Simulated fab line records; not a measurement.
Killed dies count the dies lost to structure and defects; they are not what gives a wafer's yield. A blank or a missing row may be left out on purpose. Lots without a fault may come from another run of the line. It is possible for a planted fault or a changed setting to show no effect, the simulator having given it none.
fab line records	flow berkeley-cmos170
record: lots: 14	wafers: 42	last-day: 11
route steps=331 shown ZERO@12 NWELL@30 PVT@121 GATE@136
lots that met no fault: from a run of the same line without faults
start-h: hours from the record's first day to the start of the lot's first wafer shown	wait-h: hours from the lot's prior step to this one	" unchanged from the row above	L1.1+2: a row that stands for several wafers	- either no value or no given start	* or withheld: withheld	< > ~ a bound
route shown NAME@n: names a module that has steps shown in the file, with the first one's number in the route	usual: average and standard deviation across the fault-free wafers	same: alike in all rows	chamber/n: place in a boat	sites: readings site by site	_std_site: the standard deviation of these	_edge_site: mean of outer sites minus mean of inner sites	radius-mm: how far each site lies from the wafer's centre	mask NAME#n: copy n	behind: tool/chamber where the wafer was last shaped	hold: reason for holding the lot/hours on hold/outcome of the hold	device: which transistor (n, p or np) failed to switch	end of line: the tests these same wafers got at the end of their route	a step with no rows: only its recipe	killed: count of dies lost to structure and defects at first sort (not the wafer's yield)	map: per-die view of a wafer (x killed, . not killed, _ where there is no die)
set.NAME: the setting the step ran with; set.NAME@STEP: the setting that earlier step ran with	model.NAME: the simulator's own value behind a step, which no gauge read
the route's steps for a sample of lots (tables are steps, rows are wafers)
services: a tool's chamber out of use, with start hour (start-h, from the record's first day; less than 0 if before it), hours out, and reason
== steps ==
step: UCB170_ZERO_ETCH_06
recipe: chemistry: CHF3/CF4/Ar	target: SiO2	time-s: 12	pressure-mtorr: 100	rf-w: 500	CHF3_flow_sccm: 50	cf4-flow-sccm: 10	Ar_flow_sccm: 120	over-etch-frac: 1.58
usual: drypump-motor-current-A: 5.8/0.41	oes-product-au: 0.615/0.012	throttle-valve-pct: 9.32/0.16
same: time-s: 12
lot.wafer	tool	chamber	start-h	wait-h	drypump-motor-current-A	oes-product-au	rf-hours-counter-h	throttle-valve-pct
L406.2	rie-diel-03	0	15.74	-	6.0	0.632	106	9.25
L406.5	"	2	"	"	5.7	0.603	-	9.12
L406.6	"	3	"	"	6.2	0.635	-	9.30
L410.1	rie-diel-01	3	37.52	-	5.1	0.623	2	9.58
L410.2	"	2	"	"	6.0	0.620	32	9.28
L410.6	"	3	"	"	5.1	0.622	-	9.58
L411.2	rie-diel-02	2	43.52	-	5.6	0.611	23	9.49
L411.5	"	1	"	"	5.9	0.603	-	9.41
L411.6	"	0	"	"	6.6	0.606	-	9.25
L412.1	rie-diel-02	0	48.40	-	6.6	0.613	4	9.24
L412.4	"	3	"	"	5.5	0.618	39	9.24
L412.6	"	1	"	"	5.9	0.597	-	9.41
L413.1	rie-diel-02	0	55.81	-	6.6	0.610	5	9.23
L413.5	"	1	"	"	6.0	0.605	-	9.43
L413.6	"	2	"	"	5.7	0.613	-	9.49
L414.1	rie-diel-03	2	58.58	-	5.7	0.599	12	9.10
L414.3	"	0	"	"	5.9	0.627	108	9.27
L414.5	"	1	"	"	6.0	0.636	-	9.34
L415.1	rie-diel-02	3	61.99	-	5.5	0.623	39	9.25
L415.2	"	1	"	"	5.9	0.603	155	9.41
L415.4	"	2	"	"	5.6	0.621	24	9.49
L417.2	rie-diel-01	3	71.94	-	5.1	0.621	4	9.59
L417.4	"	0	"	"	5.1	0.613	133	9.47
L417.5	"	3	"	"	5.1	0.624	-	9.59
L422.4	rie-diel-03	0	96.81	-	5.9	0.625	109	9.25
L422.5	"	3	"	"	6.2	0.626	-	9.32
L422.6	"	0	"	"	6.0	0.637	-	9.25
L423.1	rie-diel-01	3	104.55	-	5.1	0.621	5	9.56
L423.2	"	0	"	"	5.0	0.618	134	9.48
L423.6	"	2	"	"	5.9	0.611	-	9.26
L424.2	rie-diel-01	1	113.49	-	5.7	0.605	153	8.96
L424.4	"	3	"	"	5.1	0.622	5	9.60
L424.6	"	2	"	"	5.9	0.615	-	9.26
L425.2	rie-diel-02	1	113.77	-	5.9	0.602	157	9.42
L425.3	"	3	"	"	5.5	0.626	42	9.25
L425.6	"	0	"	"	6.6	0.604	-	9.23
L427.1	rie-diel-02	3	129.74	-	5.5	0.621	43	9.26
L427.4	"	2	"	"	5.6	0.617	27	9.49
L427.5	"	2	"	"	5.6	0.605	-	9.50
L429.3	rie-diel-03	2	138.61	-	5.7	0.606	15	9.10
L429.5	"	2	"	"	5.7	0.596	-	9.11
L429.6	"	1	"	"	6.0	0.635	-	9.35
step: UCB170_NWELL_TW_MEAS_16
usual: NWELL_TW: 1259/9
lot.wafer	tool	chamber	start-h	wait-h	NWELL_TW
L406.2	film-metro-03	-	27.87	0.1	1258
L406.5	"	-	"	"	1267
L406.6	"	-	"	"	1265
L410.1	film-metro-04	-	48.33	0.1	1253
L410.2	"	-	"	"	1254
L410.6	"	-	"	"	1254
L411.2	film-metro-04	-	55.21	0.1	1251
L411.5	"	-	"	"	1249
L411.6	"	-	"	"	1248
L412.1	film-metro-04	-	59.15	0.1	1248
L412.4	"	-	"	"	1249
L412.6	"	-	"	"	1252
L413.1	film-metro-03	-	65.98	0.1	1255
L413.5	"	-	"	"	1257
L413.6	"	-	"	"	1254
L414.1	film-metro-03	-	69.70	0.1	1259
L414.3	"	-	"	"	1257
L414.5	"	-	"	"	1260
L415.1	film-metro-03	-	69.92	0.1	1260
L415.2	"	-	"	"	1258
L415.4	"	-	"	"	1259
L417.2	film-metro-04	-	86.36	0.1	1243
L417.4	"	-	"	"	1241
L417.5	"	-	"	"	1249
L422.4	film-metro-03	-	108.01	0.1	1268
L422.5	"	-	"	"	1278
L422.6	"	-	"	"	1271
L423.1	film-metro-02	-	118.01	0.1	1256
L423.2	"	-	"	"	1253
L423.6	"	-	"	"	1261
L425.2	film-metro-02	-	129.66	0.1	1260
L425.3	"	-	"	"	1262
L425.6	"	-	"	"	1264
L424.2	film-metro-03	-	129.89	0.1	1265
L424.4	"	-	"	"	1267
L424.6	"	-	"	"	1260
L427.1	film-metro-03	-	144.78	0.1	1263
L427.4	"	-	"	"	1261
L427.5	"	-	"	"	1264
L429.3	film-metro-04	-	148.23	0.1	1248
L429.5	"	-	"	"	1248
L429.6	"	-	"	"	1247
step: UCB170_PVT_OVL_MEAS_06
usual: PVT_OVL: -2/5.8
lot.wafer	tool	chamber	start-h	wait-h	PVT_OVL[nm]
L406.2	overlay-01	-	93.69	-	2
L406.5	"	-	"	"	-4
L406.6	"	-	"	"	2
L410.1	overlay-02	-	124.39	-	-13
L410.2	"	-	"	"	-8
L410.6	"	-	"	"	-20
L412.1	overlay-02	-	142.19	-	-2
L412.4	"	-	"	"	-3
L412.6	"	-	"	"	-3
L411.2	overlay-02	-	145.28	-	9
L411.5	"	-	"	"	14
L411.6	"	-	"	"	4
L415.1	overlay-01	-	148.43	-	-6
L415.2	"	-	"	"	-3
L415.4	"	-	"	"	-1
L414.1	overlay-02	-	148.48	-	-7
L414.3	"	-	"	"	-2
L414.5	"	-	"	"	-4
L413.1	overlay-01	-	148.70	-	-8
L413.5	"	-	"	"	-9
L413.6	"	-	"	"	-8
L417.2	overlay-01	-	169.48	-	-4
L417.4	"	-	"	"	2
L417.5	"	-	"	"	5
L422.4	overlay-01	-	192.97	-	-1
L422.5	"	-	"	"	4
L422.6	"	-	"	"	1
L423.1	overlay-01	-	197.77	-	5
L423.2	"	-	"	"	12
L423.6	"	-	"	"	1
L425.2	overlay-02	-	209.69	-	-2
L425.3	"	-	"	"	1
L425.6	"	-	"	"	0
L424.2	overlay-01	-	210.32	-	-2
L424.4	"	-	"	"	1
L424.6	"	-	"	"	-6
L427.1	overlay-01	-	217.75	-	-4
L427.4	"	-	"	"	-5
L427.5	"	-	"	"	-9
L429.3	overlay-01	-	219.21	-	-8
L429.5	"	-	"	"	-11
L429.6	"	-	"	"	-2
step: UCB170_GATE_PEB_10
recipe: peb-temp-c: 130	peb-time-s: withheld	resist: KrF
usual: exhaust-pa: 45.0/1
lot.wafer	tool	chamber	start-h	wait-h	exhaust-pa
L406.2	litho-track-04	0	104.63	0.2	44.3
L406.5	"	0	"	"	44.7
L406.6	"	0	"	"	44.5
L410.1	litho-track-02	0	139.72	0.4	45.8
L410.2	"	0	"	"	44.0
L410.6	"	0	"	"	45.0
L412.1	litho-track-02	0	149.52	0.1	45.2
L412.4	"	0	"	"	45.8
L412.6	"	0	"	"	44.7
L411.2	litho-track-02	0	155.39	0.1	47.3
L411.5	"	0	"	"	44.1
L411.6	"	0	"	"	45.4
L413.1	litho-track-02	0	160.59	0.1	44.0
L413.5	"	0	"	"	43.9
L413.6	"	0	"	"	45.8
L415.1	litho-track-04	0	160.83	0.1	44.3
L415.2	"	0	"	"	45.3
L415.4	"	0	"	"	43.8
L414.1	litho-track-01	0	160.95	0.1	46.1
L414.3	"	0	"	"	46.0
L414.5	"	0	"	"	46.6
L417.2	litho-track-01	0	180.15	0.1	45.7
L417.4	"	0	"	"	46.8
L417.5	"	0	"	"	46.0
L422.4	litho-track-02	0	207.17	0.5	45.5
L422.5	"	0	"	"	47.1
L422.6	"	0	"	"	45.4
L423.1	litho-track-04	0	210.86	0.4	44.2
L423.2	"	0	"	"	45.9
L423.6	"	0	"	"	44.2
L424.2	litho-track-02	0	218.05	0.7	45.3
L424.4	"	0	"	"	44.5
L424.6	"	0	"	"	44.6
L425.2	litho-track-01	0	218.31	0.8	45.8
L425.3	"	0	"	"	46.5
L425.6	"	0	"	"	45.4
L427.1	litho-track-04	0	228.13	0.3	46.1
L427.4	"	0	"	"	45.8
L427.5	"	0	"	"	46.3
L429.3	litho-track-04	0	228.45	0.5	43.6
L429.5	"	0	"	"	44.2
L429.6	"	0	"	"	43.6
step: UCB170_GATE_CD_MEAS_12
recipe: target-cd-nm: 350
usual: cd-nm: 350.1/1.2
lot.wafer	tool	chamber	start-h	wait-h	cd-nm
L406.2	cd-sem-02	-	104.96	-	349.3
L406.5	"	-	"	"	348.8
L406.6	"	-	"	"	348.5
L410.1	cd-sem-01	-	140.00	-	349.6
L410.2	"	-	"	"	349.7
L410.6	"	-	"	"	349.9
L412.1	cd-sem-02	-	149.79	-	349.1
L412.4	"	-	"	"	349.9
L412.6	"	-	"	"	350.8
L411.2	cd-sem-01	-	155.66	-	350.9
L411.5	"	-	"	"	352.5
L411.6	"	-	"	"	352.9
L413.1	cd-sem-02	-	160.87	-	349.5
L413.5	"	-	"	"	349.4
L413.6	"	-	"	"	350.0
L415.1	cd-sem-01	-	161.11	-	349.1
L415.2	"	-	"	"	348.3
L415.4	"	-	"	"	349.6
L414.1	cd-sem-01	-	161.23	-	351.2
L414.3	"	-	"	"	350.2
L414.5	"	-	"	"	349.9
L417.2	cd-sem-01	-	180.42	-	351.2
L417.4	"	-	"	"	352.7
L417.5	"	-	"	"	350.7
L422.4	cd-sem-02	-	207.43	-	330.2
L422.5	"	-	"	"	330.5
L422.6	"	-	"	"	329.8
L423.1	cd-sem-01	-	211.16	-	348.6
L423.2	"	-	"	"	349.0
L423.6	"	-	"	"	348.0
L424.2	cd-sem-01	-	218.32	-	329.2
L424.4	"	-	"	"	329.9
L424.6	"	-	"	"	330.5
L425.2	cd-sem-01	-	218.64	-	352.0
L425.3	"	-	"	"	350.8
L425.6	"	-	"	"	349.1
L427.1	cd-sem-01	-	228.40	-	351.9
L427.4	"	-	"	"	351.7
L427.5	"	-	"	"	352.2
L429.3	cd-sem-02	-	228.72	-	347.9
L429.5	"	-	"	"	347.8
L429.6	"	-	"	"	348.4
== services ==
tool	chamber	start-h	hours	kind
rie-diel-03	-	19.80	14.6	pm
rie-diel-01	2	52.29	8.7	repair
rie-diel-01	0	69.72	2.2	repair
rie-diel-03	0	71.74	3.8	repair
rie-diel-03	3	103.48	9.1	repair
rie-diel-03	-	108.58	15.6	pm
rie-diel-01	0	133.49	3.4	repair
rie-diel-01	1	146.03	-	clean
rie-diel-02	1	152.47	11.8	repair
rie-diel-02	1	164.28	-	clean
rie-diel-02	1	164.28	16.7	scheduled-down
rie-diel-02	1	164.28	16.7	vent-cycle
rie-diel-03	1	183.67	11.2	repair
rie-diel-03	0	188.76	38.8	repair
rie-diel-02	-	189.39	14.6	pm
rie-diel-01	0	228.27	-	clean
rie-diel-01	0	228.27	17.4	scheduled-down
rie-diel-01	0	228.27	17.4	vent-cycle
== key ==
first-sign: step: UCB170_GATE_CD_MEAS_12	reading: cd-nm	direction: down	sigmas: 17	usual: 350.1	struck: 330.0
effect none on later readings
met-at UCB170_GATE_PEB_10
struck-lots L422,L424
tester-left-out L422,L424
not-acting-at UCB170_ZERO_ETCH_06,UCB170_NWELL_TW_MEAS_16,UCB170_PVT_OVL_MEAS_06
onset-between 160.59 207.17
fault: kind: process-parameter-drift	tool: litho-track-02	chamber: -	onset-h: 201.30	steps: UCB170_GATE_PEB_10	channel: peb-time-s	offset: withheld	shape: step	end-h: 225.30	acts-in: *
tester-left-out: of these lots the tester's yield and bins aren't shown, on N5 and GAA mostly nor the transistor test; their killed dies are dies lost to structure and defects alone, not to doping, threshold or leakage, so they don't give the yield
